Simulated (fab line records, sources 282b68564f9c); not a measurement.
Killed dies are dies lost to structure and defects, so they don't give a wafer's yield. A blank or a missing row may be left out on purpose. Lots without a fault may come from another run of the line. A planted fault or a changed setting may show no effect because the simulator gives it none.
fab line records | flow rit_cmos
record lots=15 wafers=45 last_day=7
route steps=202 shown CONTACT@182
lots that met no fault: from a run of the same line without faults
start_h: hours from the record's first day to the start of the lot's first wafer shown | wait_h: hours since the lot's step before | " the same as in the row above | L1.1+2: a row that stands for several wafers | - no value, or no start given | * or withheld: withheld | < > ~ a bound
route shown NAME@n: a module of which the file shows steps, and the number in the route of the first | usual: mean/standard deviation of fault-free wafers | same: alike in all rows | chamber/n: place in a boat | sites: the reading at each site | _std_site: their standard deviation | _edge_site: outer sites' mean less inner sites' | radius_mm: how far each site lies from the wafer's centre | mask NAME#n: copy n | behind: the tool/chamber that last shaped the wafer | hold: why the lot was held/for how many hours/how that ended | device: the transistor (n, p or np) that didn't switch | end of line: the same wafers' tests at the end of the route | a step without rows: its recipe alone | killed: dies lost to structure and defects at the first sort, not the wafer's yield | map: a wafer's dies, x killed, . not, _ none there
set.NAME: the setting as run; set.NAME@STEP: as run at that earlier step | model.NAME: the simulator's own value behind a step, which no gauge read
steps of the route over a sample of lots; a table a step, a row a wafer
services: from which hour (start_h, from the record's first day; less than 0 if before it) a tool's chamber was out of use, for how many hours, and why
## steps
# step RIT_CONTACT_CLEAN_13
# recipe chemistry=SC1 mix=3:3:50 time_s=600 temp_c=75
# usual bath_guard_temp_C=75.1/0.5 bath_heat_duty_pct=15.7/1.2 temp_c=75.02/0.13 time_s=600/0
# columns lot.wafer tool chamber start_h wait_h bath_guard_temp_C bath_heat_duty_pct temp_c time_s
L525.2 wet_bench-02 2 52.80 0.1 74.9 15.9 74.78 600
L525.3 " 2 " " 74.9 14.8 75.12 600
L525.6 " 2 " " 74.7 16.0 75.11 600
L526.3 wet_bench-02 1 56.99 0.1 74.7 17.0 74.92 600
L526.4 " 1 " " 74.4 18.4 75.13 600
L526.6 " 1 " " 74.5 18.0 74.87 600
L528.1 wet_bench-04 2 68.28 0.1 75.8 15.5 74.97 600
L528.3 " 2 " " 75.9 16.0 74.97 600
L528.6 " 2 " " 75.7 13.0 75.08 600
L529.3 wet_bench-02 0 76.83 0.1 74.9 13.8 75.21 600
L529.4 " 0 " " 74.7 15.2 74.75 600
L529.5 " 0 " " 75.0 14.8 75.01 600
L530.1 wet_bench-02 3 78.15 0.1 74.2 14.5 75.28 600
L530.2 " 3 " " 74.9 14.9 75.13 600
L530.5 " 3 " " 74.2 15.8 75.12 600
L531.3 wet_bench-04 2 84.52 0.1 76.1 15.8 74.94 600
L531.5 " 2 " " 75.7 14.3 74.81 600
L531.6 " 2 " " 75.8 14.8 74.99 600
L532.1 wet_bench-02 0 90.81 0.1 75.0 16.2 74.89 600
L532.2 " 0 " " 74.8 14.8 74.94 600
L532.5 " 0 " " 75.2 15.5 74.94 600
L533.1 wet_bench-03 3 94.03 0.1 75.3 16.3 75.03 600
L533.5 " 3 " " 75.7 16.4 75.05 600
L533.6 " 3 " " 75.7 15.6 75.00 600
L534.2 wet_bench-02 0 98.16 0.1 74.4 14.0 75.01 600
L534.5 " 0 " " 74.8 15.2 74.95 600
L534.6 " 0 " " 75.0 14.4 74.88 600
L537.1 wet_bench-04 2 111.40 0.1 75.6 15.5 75.23 600
L537.2 " 2 " " 75.9 15.3 75.25 600
L537.4 " 2 " " 75.5 15.8 75.25 600
L541.3 wet_bench-02 2 132.40 0.1 - - - -
L541.5 " 2 " " - - - -
L541.6 " 2 " " - - - -
L542.1 wet_bench-04 2 140.75 0.1 - - - -
L542.2 " 2 " " - - - -
L542.3 " 2 " " - - - -
L543.1 wet_bench-03 3 146.62 0.1 - - - -
L543.2 " 3 " " - - - -
L543.4 " 3 " " - - - -
L547.2 wet_bench-04 1 165.55 0.1 74.7 14.1 74.96 600
L547.4 " 1 " " 74.9 13.6 74.99 600
L547.5 " 1 " " 74.5 13.5 74.99 600
L548.1 wet_bench-03 1 171.42 0.1 75.1 16.6 74.98 600
L548.2 " 1 " " 75.1 15.5 74.82 600
L548.6 " 1 " " 75.0 15.4 74.84 600
## services
# columns tool chamber start_h hours kind
wet_bench-03 - 72.83 1.5 repair
wet_bench-03 - 88.86 2.9 repair
wet_bench-04 - 163.41 1.9 pm
## key
first_sign step=RIT_CONTACT_CLEAN_13 reading=tool_record direction=missing
effect none on later readings
met_at RIT_CONTACT_CLEAN_13
struck_lots L541,L542,L543
tester_left_out L541,L542,L543
onset_between 111.40 132.40
fault kind=skipped_step_whole tool=wet_bench-02,wet_bench-03,wet_bench-04 chamber=- onset_h=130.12 steps=RIT_CONTACT_CLEAN_13 scope=struck_lots_only
# tester_left_out: of these lots the tester's yield and bins aren't shown, on N5 and GAA mostly nor the transistor test; their killed dies are dies lost to structure and defects alone, not to doping, threshold or leakage, so they don't give the yield
